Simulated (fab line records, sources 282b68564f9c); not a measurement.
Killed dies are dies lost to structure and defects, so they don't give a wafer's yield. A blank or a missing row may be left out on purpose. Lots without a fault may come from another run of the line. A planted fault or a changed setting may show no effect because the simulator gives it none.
Problem report in the 8D (eight disciplines) form, filled by code | flow rit_cmos | the parts of the form that need people (team, actions taken, sign-off) are left out

1. THE PROBLEM
M1_OVL at RIT_M1_OVL_MEAS_10 reads a mean of 240.1 nm on 12 wafers of 4 lots; wafers without a fault read -0.6 nm with a standard deviation of 1.4. That is +99 or more standard deviations from the usual mean.
First seen on wafer L305.2, day 6 01:17, on overlay-02. The record holds 48 wafers of 16 lots with a number at this step. Rule for "out", or "out of limits": more than 4 standard deviations from the usual mean. The other wafers with a number count as sound.

2. WHAT IT IS AND WHAT IT IS NOT
question                    | is                     | is not
which readings at this step | M1_OVL                 | -
which lots                  | L305, L306, L307, L308 | L292, L293, L294, L295, L296, L298, L299, L300, L303, L304, L311, L315
which wafers of those lots  | all that have a number | -
read on which gauges        | overlay-01, overlay-02 | -
when                        | from day 6 01:17       | up to then (30 sound wafers); but 6 sound wafers of L311, L315 came after

3. SUSPECTS, AND WHAT RULES EACH OUT
Counting: a tool at a process step up to the reading stays a suspect if it ran every lot that is out and no sound lot after the first of them.
- the gauge at RIT_M1_OVL_MEAS_10: ruled out. The wafers that are out were read on 2 gauges (overlay-01, overlay-02).
- iline_stepper-01 at RIT_M1_EXPOSE_06 (exposes mask M12, target cd 2600 nm): kept. It ran every lot that is out, first L305 (day 6 00:45), and no sound lot after that; its last sound lot up to then is L304 (day 5 19:34).
Left after counting: iline_stepper-01 at RIT_M1_EXPOSE_06.

4. THE CAUSE (what the simulator had put in)
Scanner matching overlay: iline_stepper-01, from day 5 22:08 on, at RIT_M1_EXPOSE_06. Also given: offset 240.
Counting left only this tool.

5. THE CHAIN OF EFFECTS, in route order
Each row: a reading whose mean over the struck wafers that have a number lies more than 3 standard deviations from the usual. Only readings for which the record gives a usual standard deviation are gone through. hours: the time from each lot's start at the first step in this table that gives one to its start at this step, as a median over the lots. sigmas: the change in usual standard deviations.
hours | step               | reading | usual   | on struck wafers | change | sigmas
0     | RIT_M1_OVL_MEAS_10 | M1_OVL  | -0.6 nm | 240.1            | +240.7 | +99 or more
Later measuring or inspecting steps at which every struck wafer that the step has a row for has a number for every such reading, and none has moved that far: RIT_M1_CD_MEAS_90.

6. WHAT WOULD HAVE CAUGHT IT SOONER
In this record the first reading out of limits at a measuring or inspecting step was taken at day 6 01:17, 3 hours after the fault began at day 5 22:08.
Of the lots that are out (4), L306, L307, L308 began RIT_M1_EXPOSE_06 on iline_stepper-01 after day 6 01:17. A hold on the tool at that time would have spared those 3.
